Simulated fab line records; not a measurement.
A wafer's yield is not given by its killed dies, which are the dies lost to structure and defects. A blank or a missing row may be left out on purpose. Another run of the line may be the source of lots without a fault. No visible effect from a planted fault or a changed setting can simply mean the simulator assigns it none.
A struck lot beside a sound one | flow rit cmos | 15 out of 202 route steps
Sound: these wafers, L579.1, L579.2, L579.3. Wafers struck: L587.2, L587.4, L587.6. The cause is given at the end.
Order at every step that has rows: each side's tool, ch and its chambers, its first start. Under that, the readings that differ: sound wafers | struck wafers | difference of the means | sigmas: that difference in standard deviations of wafers without a fault.
alike: same words and numbers on both sides, and readings whose means sit less than 2 such deviations apart. not compared: any withheld reading, any reading some wafer has no value for, any bound like >300 that may hide the same value, and any number with overlapping values for which the record gives no deviation.
A row with sigmas, a row that says differs or no value, or rows on one side alone: a step with any of these is where the two part. Numbers that have no deviation but don't overlap get no sigmas and don't part them. A reading missing from all wafers of one side parts the sides only when that side holds two or more wafers.

RIT_CONTACT_CVD_00: deposits SiO2 from TEOS, target thk 400 nm, time 61 s.
  sound on pecvd-02 ch 0,1,2, day 4 15:05; struck on pecvd-03 ch 0,1,2, day 6 03:13
  alike: heater power w
RIT_CONTACT_THK_MEAS_01:
  sound on film metro-03, day 4 15:08; struck on film metro-01, day 6 03:16
  alike: CONTACT_TEOS_THK
then, 6 steps without rows for these wafers: RIT_CONTACT_HMDS_02 (prime time 60 s); RIT_CONTACT_COAT_03 (resist thk 1000 nm); RIT_CONTACT_SOFTBAKE_04 (time 60 s); RIT_CONTACT_EXPOSE_05 (exposes mask M11, target cd 1000 nm); RIT_CONTACT_PEB_06; RIT_CONTACT_DEVELOP_07 (develop time 120 s).
RIT_CONTACT_CD_MEAS_08 targets a cd of 1000 nm.
  sound on cd sem-01, day 4 16:17; struck on cd sem-01, day 6 04:26
  alike: cd nm
RIT_CONTACT_OVL_MEAS_09:
  sound on overlay-02, day 4 16:25; struck on overlay-02, day 6 04:32
  alike: CONTACT_OVL
then, 1 step without rows for these wafers: RIT_CONTACT_HARDBAKE_10 (time 60 s).
RIT_CONTACT_ETCH_11: etches SiO2 in CHF3/CF4/Ar, stops on TiSi2, target depth 480 nm, time 320 s.
  sound on rie diel-03 ch 0,1,3, day 4 16:35; struck on rie diel-01 ch 1,2,3, day 6 04:43
  alike: drypump motor current A, oes product au, throttle valve pct
  not compared: rf hours counter h
RIT_CONTACT_STRIP_12: strips in O2, time 180 s.
  sound on plasma asher-03 ch 0,1, day 4 16:47; struck on plasma asher-03 ch 1, day 6 04:55
  reading          | sound             | struck            | difference | sigmas
  run length s (s) | 208.6 208.4 208.5 | 202.1 202.1 202.2 | -6.4       | -15
  alike: drypump motor current A, o2 flow sccm
  not compared: rf hours counter h
RIT_CONTACT_CD_MEAS_90 targets a cd of 1000 nm.
  sound on cd sem-01, day 4 16:58; struck on cd sem-01, day 6 05:07
  alike: cd nm
RIT_M1_PROBE_99:
  sound on prober-02, day 4 23:41; struck on prober-02, day 6 10:00
  alike: killed at contacts, killed at front end, killed dies, killed open, killed short

WHERE THEY PART
Within this record, at RIT_CONTACT_STRIP_12 only. Later steps at which nothing parts them and some readings are alike: RIT_CONTACT_CD_MEAS_90, RIT_M1_PROBE_99.

WHY: what had been put in by the simulator
Process parameters drifting: plasma asher-03 at RIT_CONTACT_STRIP_12, beginning at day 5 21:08. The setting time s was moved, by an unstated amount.
